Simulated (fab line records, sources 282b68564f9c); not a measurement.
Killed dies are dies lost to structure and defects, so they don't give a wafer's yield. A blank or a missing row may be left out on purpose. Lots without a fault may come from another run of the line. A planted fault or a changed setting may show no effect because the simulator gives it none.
fab line records | flow rit_cmos
record lots=13 wafers=39 last_day=7
route steps=202 shown PSD@145 M1@202
lots that met no fault: from a run of the same line without faults
start_h: hours from the record's first day to the start of the lot's first wafer shown | wait_h: hours since the lot's step before | " the same as in the row above | L1.1+2: a row that stands for several wafers | - no value, or no start given | * or withheld: withheld | < > ~ a bound
route shown NAME@n: a module of which the file shows steps, and the number in the route of the first | usual: mean/standard deviation of fault-free wafers | same: alike in all rows | chamber/n: place in a boat | sites: the reading at each site | _std_site: their standard deviation | _edge_site: outer sites' mean less inner sites' | radius_mm: how far each site lies from the wafer's centre | mask NAME#n: copy n | behind: the tool/chamber that last shaped the wafer | hold: why the lot was held/for how many hours/how that ended | device: the transistor (n, p or np) that didn't switch | end of line: the same wafers' tests at the end of the route | a step without rows: its recipe alone | killed: dies lost to structure and defects at the first sort, not the wafer's yield | map: a wafer's dies, x killed, . not, _ none there
set.NAME: the setting as run; set.NAME@STEP: as run at that earlier step | model.NAME: the simulator's own value behind a step, which no gauge read
steps of the route over a sample of lots; a table a step, a row a wafer
services: from which hour (start_h, from the record's first day; less than 0 if before it) a tool's chamber was out of use, for how many hours, and why
## steps
# step RIT_PSD_EXPOSE_03
# recipe mask_id=M10 na=0.57 target_cd_nm=40900 dose_mj=250
# columns lot.wafer tool chamber start_h wait_h mask
L621.2+4+5 iline_stepper-02 0 47.65 0.1 M10#0
L622.1+4+6 iline_stepper-01 0 55.06 0.2 M10#0
L623.1+4+6 iline_stepper-02 0 59.57 0.2 M10#0
L624.1+4+6 iline_stepper-02 0 64.16 0.1 M10#0
L625.2+3+4 iline_stepper-01 0 69.40 0.2 M10#0
L626.1+3+4 iline_stepper-01 0 76.62 0.1 M10#0
L627.1+2+3 iline_stepper-02 0 79.48 0.2 M10#0
L628.2+3+4 iline_stepper-02 0 88.05 0.1 M10#0
L629.1+2+6 iline_stepper-01 0 90.08 0.2 M10#0
L638.1+2+6 iline_stepper-02 0 135.55 0.2 M10#0
L639.1+3+4 iline_stepper-02 0 138.22 0.1 M10#0
L642.2+4+5 iline_stepper-02 0 155.23 0.2 M10#0
L643.1+5+6 iline_stepper-02 0 160.04 0.1 M10#0
# step RIT_PSD_OVL_MEAS_06
# usual PSD_OVL=0.0/1.5
# columns lot.wafer tool chamber start_h wait_h PSD_OVL[nm]
L621.2 overlay-01 - 48.03 - 4.0
L621.4 " - " " 2.0
L621.5 " - " " 3.0
L622.1 overlay-01 - 55.46 - -1.5
L622.4 " - " " -0.9
L622.6 " - " " -2.4
L623.1 overlay-01 - 59.97 - 2.0
L623.4 " - " " 1.2
L623.6 " - " " 1.1
L624.1 overlay-02 - 64.56 - 3.6
L624.4 " - " " 2.5
L624.6 " - " " 1.3
L625.2 overlay-02 - 69.85 - 0.0
L625.3 " - " " 0.0
L625.4 " - " " -0.5
L626.1 overlay-01 - 77.02 - -
L626.3 " - " " -
L626.4 " - " " -
L627.1 overlay-01 - 79.88 - 2.0
L627.2 " - " " -0.3
L627.3 " - " " 3.0
L628.2 overlay-01 - 88.44 - 0.6
L628.3 " - " " 1.3
L628.4 " - " " 1.8
L629.1 overlay-01 - 90.48 - -
L629.2 " - " " -
L629.6 " - " " -
L638.1 overlay-01 - 135.95 - -0.3
L638.2 " - " " -0.2
L638.6 " - " " -0.6
L639.1 overlay-01 - 138.62 - 2.0
L639.3 " - " " 1.5
L639.4 " - " " 2.0
L642.2 overlay-01 - 155.61 - -3.2
L642.4 " - " " -3.3
L642.5 " - " " -2.0
L643.1 overlay-02 - 160.44 - -0.8
L643.5 " - " " -0.8
L643.6 " - " " -0.5
# step RIT_M1_PROBE_99
# usual killed_at_M0_to_M3=0.0/0.14 killed_at_contacts=0.1/0.27 killed_at_front_end=7.2/2.9 killed_dies=7.3/2.9 killed_on_rim=1.9/1.2 killed_open=3.6/1.9 killed_short=3.8/1.9
# same gross_dies=264 killed_at_M4_up=0 killed_at_back_side=0 killed_at_other=0
# columns lot.wafer tool chamber start_h wait_h killed_at_M0_to_M3 killed_at_contacts killed_at_front_end killed_dies killed_on_rim killed_open killed_short
L621.2 prober-02 - 59.96 0.1 0 0 3 3 0 1 2
L621.4 prober-02 - 60.06 0.2 0 0 7 7 3 4 3
L621.5 prober-02 - 60.11 0.2 0 0 8 8 1 5 3
L622.1 prober-01 - 65.99 0.1 0 0 5 5 2 2 3
L622.4 prober-01 - 66.14 0.2 0 1 8 9 3 5 4
L622.6 prober-01 - 66.24 0.2 0 0 6 6 2 2 4
L623.1 prober-01 - 68.76 0.1 0 0 9 9 1 5 4
L623.4 prober-01 - 68.91 0.2 0 0 8 8 2 3 5
L623.6 prober-01 - 69.01 0.2 0 0 10 10 4 5 5
L624.1 prober-02 - 73.56 0.1 0 0 12 12 2 5 7
L624.4 prober-02 - 73.71 0.2 0 0 6 6 4 3 3
L624.6 prober-02 - 73.81 0.2 0 0 8 8 3 4 4
L625.2 prober-01 - 78.24 0.1 0 0 8 8 2 5 3
L625.3 prober-01 - 78.29 0.2 0 1 14 15 4 8 7
L625.4 prober-01 - 78.34 0.2 0 0 6 6 3 3 3
L626.1 prober-02 - 85.38 0.1 0 0 264 264 70 3 2
L626.3 prober-02 - 85.48 0.2 0 1 263 264 70 4 2
L626.4 prober-02 - 85.53 0.2 0 0 264 264 70 1 2
L627.1 prober-01 - 88.23 0.1 0 0 9 9 2 5 4
L627.2 prober-01 - 88.28 0.1 0 0 6 6 0 2 4
L627.3 prober-01 - 88.33 0.2 0 0 5 5 0 3 2
L628.2 prober-02 - 96.77 0.1 1 0 6 7 2 4 3
L628.3 prober-02 - 96.82 0.2 0 0 11 11 2 6 5
L628.4 prober-02 - 96.87 0.2 0 0 13 13 0 7 6
L629.1 prober-01 - 100.99 0.1 0 0 264 264 70 3 6
L629.2 prober-01 - 101.04 0.1 0 0 264 264 70 1 0
L629.6 prober-01 - 101.24 0.2 0 0 264 264 70 2 2
L638.1 prober-02 - 144.50 0.1 0 0 10 10 4 6 4
L638.2 prober-02 - 144.55 0.1 0 0 2 2 1 1 1
L638.6 prober-02 - 144.75 0.2 0 0 6 6 2 2 4
L639.1 prober-01 - 147.22 0.1 0 0 11 11 2 9 2
L639.3 prober-01 - 147.32 0.2 0 0 10 10 3 2 8
L639.4 prober-01 - 147.37 0.2 0 0 10 10 4 4 6
L642.2 prober-02 - 166.07 0.1 0 0 7 7 2 5 2
L642.4 prober-02 - 166.17 0.2 0 0 9 9 1 5 4
L642.5 prober-02 - 166.22 0.2 0 0 7 7 2 4 3
L643.1 prober-01 - 168.74 0.1 0 0 9 9 2 4 5
L643.5 prober-01 - 168.94 0.2 0 0 14 14 4 8 6
L643.6 prober-01 - 168.99 0.2 0 0 5 5 3 4 1
# killed by level:class
L621.2 GATE:geometric_particle:short=1 GATE:geometric_particle:open=1 REOX:geometric_particle:short=1
L621.4 REOX:geometric_particle:short=2 FOX1:geometric_particle:open=1 GATE:geometric_particle:open=1 GATE:geometric_particle:short=1 REOX:geometric_particle:open=1 SILICIDE:geometric_particle:open=1
L621.5 REOX:geometric_particle:open=3 FOX1:geometric_particle:short=1 FOX2:geometric_particle:open=1 GATE:geometric_particle:open=1 GATE:geometric_particle:short=1 REOX:geometric_particle:short=1
L622.1 FOX1:geometric_particle:open=1 FOX1:geometric_particle:short=1 FOX2:geometric_particle:open=1 GATE:geometric_particle:short=1 SPACER:geometric_particle:short=1
L622.4 GATE:geometric_particle:open=2 FOX2:geometric_particle:open=1 GATE:geometric_particle:short=1 REOX:geometric_particle:short=1 SPACER:geometric_particle:short=1 SPACER:geometric_particle:open=1 SILICIDE:geometric_particle:open=1 CONTACT:geometric_particle:short=1
L622.6 GATE:geometric_particle:short=3 GATE:geometric_particle:open=2 SPACER:geometric_particle:short=1
L623.1 FOX1:geometric_particle:open=3 GATE:geometric_particle:open=2 SPACER:geometric_particle:short=2 GATE:geometric_particle:short=1 REOX:geometric_particle:short=1
L623.4 GATE:geometric_particle:short=3 FOX1:geometric_particle:open=1 GATE:geometric_particle:open=1 REOX:geometric_particle:short=1 SILICIDE:geometric_particle:open=1 SILICIDE:geometric_particle:short=1
L623.6 REOX:geometric_particle:short=3 ACTIVE:geometric_particle:short=1 FOX1:geometric_particle:open=1 GATE:geometric_particle:open=1 GATE:geometric_particle:short=1 REOX:geometric_particle:open=1 SPACER:geometric_particle:open=1 SILICIDE:geometric_particle:open=1
L624.1 REOX:geometric_particle:short=4 GATE:geometric_particle:short=3 SILICIDE:geometric_particle:open=3 FOX1:geometric_particle:open=1 GATE:geometric_particle:open=1
L624.4 GATE:geometric_particle:short=2 GATE:geometric_particle:open=2 REOX:geometric_particle:short=1 REOX:geometric_particle:open=1
L624.6 GATE:geometric_particle:open=2 GATE:geometric_particle:short=2 FOX1:geometric_particle:short=1 SPACER:geometric_particle:open=1 SILICIDE:geometric_particle:short=1 SILICIDE:geometric_particle:open=1
L625.2 REOX:geometric_particle:open=2 FOX1:geometric_particle:short=1 GATE:geometric_particle:open=1 GATE:geometric_particle:short=1 REOX:geometric_particle:short=1 SPACER:geometric_particle:open=1 SILICIDE:geometric_particle:open=1
L625.3 GATE:geometric_particle:open=3 GATE:geometric_particle:short=3 REOX:geometric_particle:short=2 REOX:geometric_particle:open=2 FOX1:geometric_particle:open=1 FOX2:geometric_particle:open=1 SPACER:geometric_particle:short=1 SPACER:geometric_particle:open=1
L625.4 REOX:geometric_particle:open=3 GATE:geometric_particle:short=2 REOX:geometric_particle:short=1
L626.1 PSD:overlay=259 FOX1:geometric_particle:open=1 GATE:geometric_particle:short=1 REOX:geometric_particle:short=1 REOX:geometric_particle:open=1 SPACER:geometric_particle:open=1
L626.3 PSD:overlay=258 SPACER:geometric_particle:open=2 FOX1:geometric_particle:open=1 GATE:geometric_particle:open=1 REOX:geometric_particle:short=1 CONTACT:geometric_particle:short=1
L626.4 PSD:overlay=261 FOX1:geometric_particle:short=1 REOX:geometric_particle:open=1 SPACER:geometric_particle:short=1
L627.1 GATE:geometric_particle:open=3 GATE:geometric_particle:short=3 FOX1:geometric_particle:open=1 SPACER:geometric_particle:short=1 SILICIDE:geometric_particle:open=1
L627.2 SPACER:geometric_particle:short=2 FOX1:geometric_particle:open=1 GATE:geometric_particle:short=1 SPACER:geometric_particle:open=1 SILICIDE:geometric_particle:short=1
L627.3 GATE:geometric_particle:open=2 GATE:geometric_particle:short=2 SPACER:geometric_particle:open=1
L628.2 GATE:geometric_particle:short=2 SPACER:geometric_particle:open=2 GATE:geometric_particle:open=1 REOX:geometric_particle:open=1 M1:geometric_particle:short=1
L628.3 GATE:geometric_particle:open=5 GATE:geometric_particle:short=3 FOX2:geometric_particle:open=1 REOX:geometric_particle:short=1 SILICIDE:geometric_particle:short=1
L628.4 GATE:geometric_particle:short=3 FOX1:geometric_particle:open=2 FOX1:geometric_particle:short=2 GATE:geometric_particle:open=2 FOX2:geometric_particle:open=1 REOX:geometric_particle:open=1 REOX:geometric_particle:short=1 SPACER:geometric_particle:open=1
L629.1 PSD:overlay=255 FOX2:geometric_particle:short=2 GATE:geometric_particle:open=2 REOX:geometric_particle:short=2 FOX2:geometric_particle:open=1 SPACER:geometric_particle:short=1 SILICIDE:geometric_particle:short=1
L629.2 PSD:overlay=263 FOX2:geometric_particle:open=1
L629.6 PSD:overlay=260 GATE:geometric_particle:open=2 SPACER:geometric_particle:short=2
L638.1 GATE:geometric_particle:short=4 GATE:geometric_particle:open=2 SILICIDE:geometric_particle:open=2 FOX1:geometric_particle:open=1 FOX2:geometric_particle:open=1
L638.2 FOX1:geometric_particle:short=1 FOX1:geometric_particle:open=1
L638.6 GATE:geometric_particle:short=2 FOX1:geometric_particle:short=1 FOX2:geometric_particle:open=1 SPACER:geometric_particle:short=1 SILICIDE:geometric_particle:open=1
L639.1 GATE:geometric_particle:open=2 REOX:geometric_particle:open=2 SPACER:geometric_particle:open=2 SILICIDE:geometric_particle:open=2 FOX1:geometric_particle:open=1 FOX2:geometric_particle:short=1 SPACER:geometric_particle:short=1
L639.3 REOX:geometric_particle:short=4 SPACER:geometric_particle:short=2 FOX2:geometric_particle:open=1 FOX2:geometric_particle:short=1 GATE:geometric_particle:short=1 REOX:geometric_particle:open=1
L639.4 GATE:geometric_particle:short=3 FOX1:geometric_particle:short=2 SILICIDE:geometric_particle:open=2 FOX1:geometric_particle:open=1 FOX2:geometric_particle:open=1 SILICIDE:geometric_particle:short=1
L642.2 GATE:geometric_particle:open=2 FOX2:geometric_particle:open=1 GATE:geometric_particle:short=1 REOX:geometric_particle:open=1 SPACER:geometric_particle:short=1 SPACER:geometric_particle:open=1
L642.4 GATE:geometric_particle:short=3 GATE:geometric_particle:open=3 FOX1:geometric_particle:short=1 FOX1:geometric_particle:open=1 SPACER:geometric_particle:open=1
L642.5 GATE:geometric_particle:short=2 ACTIVE:geometric_particle:open=1 FOX1:geometric_particle:short=1 FOX1:geometric_particle:open=1 GATE:geometric_particle:open=1 REOX:geometric_particle:open=1
L643.1 GATE:geometric_particle:open=3 GATE:geometric_particle:short=2 FOX1:geometric_particle:short=1 SPACER:geometric_particle:open=1 SPACER:geometric_particle:short=1 SILICIDE:geometric_particle:short=1
L643.5 GATE:geometric_particle:open=7 GATE:geometric_particle:short=4 SPACER:geometric_particle:short=2 REOX:geometric_particle:open=1
L643.6 GATE:geometric_particle:open=2 SILICIDE:geometric_particle:open=2 GATE:geometric_particle:short=1
## services
# columns tool chamber start_h hours kind
iline_stepper-01 - 135.02 2.7 repair
## key
first_sign step=RIT_PSD_OVL_MEAS_06 reading=PSD_OVL direction=missing
effect step=RIT_M1_PROBE_99 reading=killed_at_front_end direction=up sigmas=88 usual=7.2 struck=263.8
more_kills_born_at RIT_PSD_EXPOSE_03@iline_stepper-01=1556
met_at RIT_PSD_EXPOSE_03
struck_lots L626,L629
tester_left_out L626,L629
onset_between 69.40 76.62
fault kind=scanner_matching_overlay tool=iline_stepper-01 chamber=- onset_h=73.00 steps=RIT_PSD_EXPOSE_03 offset=8383.5
# tester_left_out: of these lots the tester's yield and bins aren't shown, on N5 and GAA mostly nor the transistor test; their killed dies are dies lost to structure and defects alone, not to doping, threshold or leakage, so they don't give the yield
